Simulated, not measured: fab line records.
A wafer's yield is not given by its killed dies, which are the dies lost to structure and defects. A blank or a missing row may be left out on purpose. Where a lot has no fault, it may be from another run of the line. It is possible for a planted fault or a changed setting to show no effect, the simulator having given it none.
What tool caused it?    flow berkeleyCmos170    14 lots, 42 wafers sampled, at 5 steps of a route of 331

WHAT THE GAUGES READ, wafer by wafer
UCB170_ACTIVE_THK_MEAS_03.
lot   measured     on            ACTIVE_OXIDE_THK (nm)
L973  day 4 20:50  filmMetro-03  26.5 26.7 26.6
L974  day 5 05:17  filmMetro-04  27.5 27.3 26.7
L975  day 5 05:17  filmMetro-02  26.1 25.5 26.1
L972  day 5 05:19  filmMetro-03  26.9 26.9 26.5
L978  day 6 00:12  filmMetro-03  26.1 25.9 26.1
L979  day 6 00:13  filmMetro-02  26.7 26.7 26.7
L980  day 6 07:47  filmMetro-02  26.4 26.3 26.2
L981  day 6 07:48  filmMetro-04  26.0 25.4 26.0
L984  day 6 18:08  filmMetro-02  26.6 26.4 26.2
L983  day 6 18:09  filmMetro-04  26.3 26.3 26.0
L982  day 6 18:10  filmMetro-03  25.6 25.3 25.4
L989  day 8 06:31  filmMetro-03  26.6 25.9 26.4
L991  day 9 03:46  filmMetro-03  26.1 26.0 26.1
L992  day 9 03:47  filmMetro-04  25.9 26.1 26.3

UCB170_PFIELD_TW_MEAS_09.
lot   measured     on            PFIELD_TW
L973  day 5 09:10  filmMetro-03  602 607 602
L974  day 5 21:29  filmMetro-04  596 600 597
L975  day 5 20:59  filmMetro-04  597 598 599
L972  day 5 21:11  filmMetro-01  601 604 601
L978  day 6 09:55  filmMetro-04  601 599 595
L979  day 6 11:02  filmMetro-04  595 600 599
L980  day 6 21:19  filmMetro-04  596 597 593
L981  day 6 21:02  filmMetro-01  601 600 603
L984  day 7 04:36  filmMetro-03  604 602 606
L983  day 7 04:38  filmMetro-01  602 606 605
L982  day 7 04:48  filmMetro-04  594 595 597
L989  day 8 16:52  filmMetro-04  601 601 599
L991  day 9 18:27  filmMetro-01  603 602 601
L992  day 9 18:11  filmMetro-01  603 602 604

UCB170_GATE_THK_MEAS_05.
lot   measured      on            GATE_POLY_THK (nm)
L973  day 7 15:23   filmMetro-01  215.5 216.1 214.6
L974  day 8 04:13   filmMetro-04  216.2 215.9 217.3
L975  day 8 04:13   filmMetro-01  218.2 218.9 217.5
L972  day 8 04:14   filmMetro-02  216.8 216.2 216.9
L978  day 8 10:20   filmMetro-04  215.8 215.4 216.0
L979  day 8 17:56   filmMetro-01  212.4 212.9 212.0
L980  day 9 03:34   filmMetro-01  212.5 213.1 212.9
L981  day 9 03:34   filmMetro-02  215.5 214.0 215.9
L984  day 9 13:25   filmMetro-02  210.8 211.6 209.8
L983  day 9 13:26   filmMetro-01  215.0 213.4 216.0
L982  day 9 13:26   filmMetro-04  211.8 212.9 211.5
L989  day 10 20:49  filmMetro-02  215.9 215.0 214.5
L991  day 12 09:38  filmMetro-04  202.3 202.8 203.2 202.3 202.7 203.1
L992  day 12 09:40  filmMetro-01  204.7 205.3 205.9 204.7 205.4 205.9

UCB170_M3_CD_MEAS_15: target cd 700 nm.
lot   measured      on        cdNm (nm)
L973  day 9 07:10   cdSem-01  697.0 699.0 696.7
L974  day 9 21:31   cdSem-02  696.9 697.3 697.5
L975  day 9 16:50   cdSem-02  697.9 700.0 697.9
L972  day 9 20:19   cdSem-01  700.3 700.6 698.1
L978  day 10 04:20  cdSem-01  699.6 697.8 697.4
L979  day 10 13:21  cdSem-02  700.7 699.4 699.4
L980  day 10 17:04  cdSem-01  700.8 700.6 701.3
L981  day 10 18:16  cdSem-01  699.0 699.0 700.1
L984  day 11 11:04  cdSem-01  701.7 700.3 700.3
L983  day 11 10:58  cdSem-01  699.2 698.3 701.3
L982  day 11 11:20  cdSem-01  701.8 701.7 702.4
L989  day 13 05:38  cdSem-02  699.9 700.5 700.1
L991  day 14 09:07  cdSem-02  699.4 700.7 700.1
L992  day 14 09:26  cdSem-02  699.0 699.7 700.0

EACH LOT AND THE TOOL THAT RAN IT (in order: tool; ch and the chambers of the sampled wafers; start)
lot   UCB170_GATE_CVD_04
L973  lpcvd-02 ch 0, day 7 13:58
L974  lpcvd-02 ch 1, day 8 02:49
L975  lpcvd-02 ch 1, day 8 02:49
L972  lpcvd-02 ch 1, day 8 02:49
L978  lpcvd-02 ch 1, day 8 08:55
L979  lpcvd-02 ch 0, day 8 15:49
L980  lpcvd-02 ch 0, day 9 01:28
L981  lpcvd-02 ch 1, day 9 01:28
L984  lpcvd-01 ch 1, day 9 12:01
L983  lpcvd-01 ch 1, day 9 12:01
L982  lpcvd-01 ch 1, day 9 12:01
L989  lpcvd-02 ch 0, day 10 19:25
L991  lpcvd-01 ch 0, day 12 08:14
L992  lpcvd-01 ch 1, day 12 08:14
- UCB170_GATE_CVD_04: deposits poly-Si from SiH4, time 1440 s, target thk 214 nm.

AS READ BY THE TOOLS THEMSELVES (means over the sampled wafers that have a number; for cases with no such wafer, the mark the record gives instead)
The record holds no such reading with a usual standard deviation.

THE ANSWER, worked out from the rows above alone
Rule: the usual values come from the lots themselves. The widest of any qualifying gaps counts: lots, ordered by their means at a reading, are off when they make up no more than a third of the lots, leave a main group of 4 or more, and stand apart from it by 3 or more times the standard deviation of that group's means. If all means in a main group match to the digits the tables above print for the reading, that group is not used. A lot without any number at a reading at which 4 lots or more have one is off too. Any other lot the step has rows for is counted as sound. First the gauges in route order, then the tools' own readings, where a lot's mean is used as printed above. The first step at which some lot is off is used, and at that step the reading that is off furthest; a lot without a number counts as furthest.
No lot is off on any of the readings shown, so nothing can be concluded from this.

WHAT HAD BEEN PUT IN BY THE SIMULATOR
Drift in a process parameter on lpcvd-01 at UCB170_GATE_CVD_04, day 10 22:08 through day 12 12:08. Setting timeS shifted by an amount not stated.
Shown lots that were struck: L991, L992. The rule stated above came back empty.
